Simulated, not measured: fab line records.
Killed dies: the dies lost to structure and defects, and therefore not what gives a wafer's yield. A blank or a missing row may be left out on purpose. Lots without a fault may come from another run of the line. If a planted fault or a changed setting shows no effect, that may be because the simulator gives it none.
The tool behind it: which one? | flow berkeleyCmos170 | 14 lots, 42 wafers sampled, at 2 steps of a route of 331

## WHAT EACH GAUGE READ, for each wafer
UCB170_PVT_OVL_MEAS_06.
lot  | measured     | on         | PVT_OVL (nm)
L212 | day 6 09:52  | overlay-01 | -15 -13 -8
L220 | day 7 07:12  | overlay-01 | 4 7 4
L217 | day 7 07:40  | overlay-02 | 9 9 6
L219 | day 7 10:07  | overlay-01 | -6 -12 -4
L228 | day 8 21:04  | overlay-02 | 7 -1 3
L227 | day 8 21:53  | overlay-02 | -11 -12 -4
L226 | day 8 22:05  | overlay-02 | -8 -10 -4
L229 | day 8 22:22  | overlay-01 | -3 2 -8
L234 | day 10 03:47 | overlay-01 | 6 2 3
L231 | day 10 03:53 | overlay-02 | 4 -3 3
L230 | day 10 04:00 | overlay-01 | 0 0 7
L233 | day 10 04:04 | overlay-02 | -12 -9 -2
L232 | day 10 04:26 | overlay-01 | 6 7 12
L235 | day 10 14:35 | overlay-02 | -5 -6 -7

UCB170_PVT_TW_MEAS_09.
lot  | measured     | on           | PVT_TW
L212 | day 6 10:09  | filmMetro-04 | 503 503 503
L220 | day 7 07:30  | filmMetro-04 | 509 509 508
L217 | day 7 07:57  | filmMetro-04 | 507 503 505
L219 | day 7 10:25  | filmMetro-01 | 506 508 508
L228 | day 8 21:21  | filmMetro-01 | 511 508 507
L227 | day 8 22:10  | filmMetro-03 | 511 512 511
L226 | day 8 22:22  | filmMetro-03 | 511 510 511
L229 | day 8 22:40  | filmMetro-01 | 510 511 510
L234 | day 10 04:05 | filmMetro-01 | 507 508 508
L231 | day 10 04:10 | filmMetro-03 | 510 513 512
L230 | day 10 04:18 | filmMetro-01 | 507 506 506
L233 | day 10 04:22 | filmMetro-01 | 512 509 510
L232 | day 10 04:43 | filmMetro-04 | 504 506 507
L235 | day 10 14:53 | filmMetro-03 | 511 507 514

## TOOL THAT RAN EACH LOT (tool first, then ch and the chambers of the sampled wafers, then the start)
Before these readings, the record contains no process step.

## AS READ BY THE TOOLS THEMSELVES (means over the sampled wafers that have a number; for cases with no such wafer, the mark the record gives instead)
The record holds no such reading with a usual standard deviation.

## THE ANSWER, worked out from the rows above alone
Rule: usual is defined by the lots themselves. The widest of any qualifying gaps counts: lots, ordered by their means at a reading, are off when they make up no more than a third of the lots, leave a main group of 4 or more, and stand apart from it by 3 or more times the standard deviation of that group's means. Not used: any main group whose means are identical at the precision the tables above print for the reading. Also off: a lot with no number at a reading for which 4 or more lots have one. Where the step has rows for the other lots, those lots are counted as sound. Order of review: gauges by route order, followed by the tools' own readings, for which a lot's mean as printed above is used. The first step at which some lot is off is used, and at that step the reading that is off furthest; a lot without a number counts as furthest.
None of the lots is off at any reading shown; this tells nothing.

## WHAT THE SIMULATOR PUT IN
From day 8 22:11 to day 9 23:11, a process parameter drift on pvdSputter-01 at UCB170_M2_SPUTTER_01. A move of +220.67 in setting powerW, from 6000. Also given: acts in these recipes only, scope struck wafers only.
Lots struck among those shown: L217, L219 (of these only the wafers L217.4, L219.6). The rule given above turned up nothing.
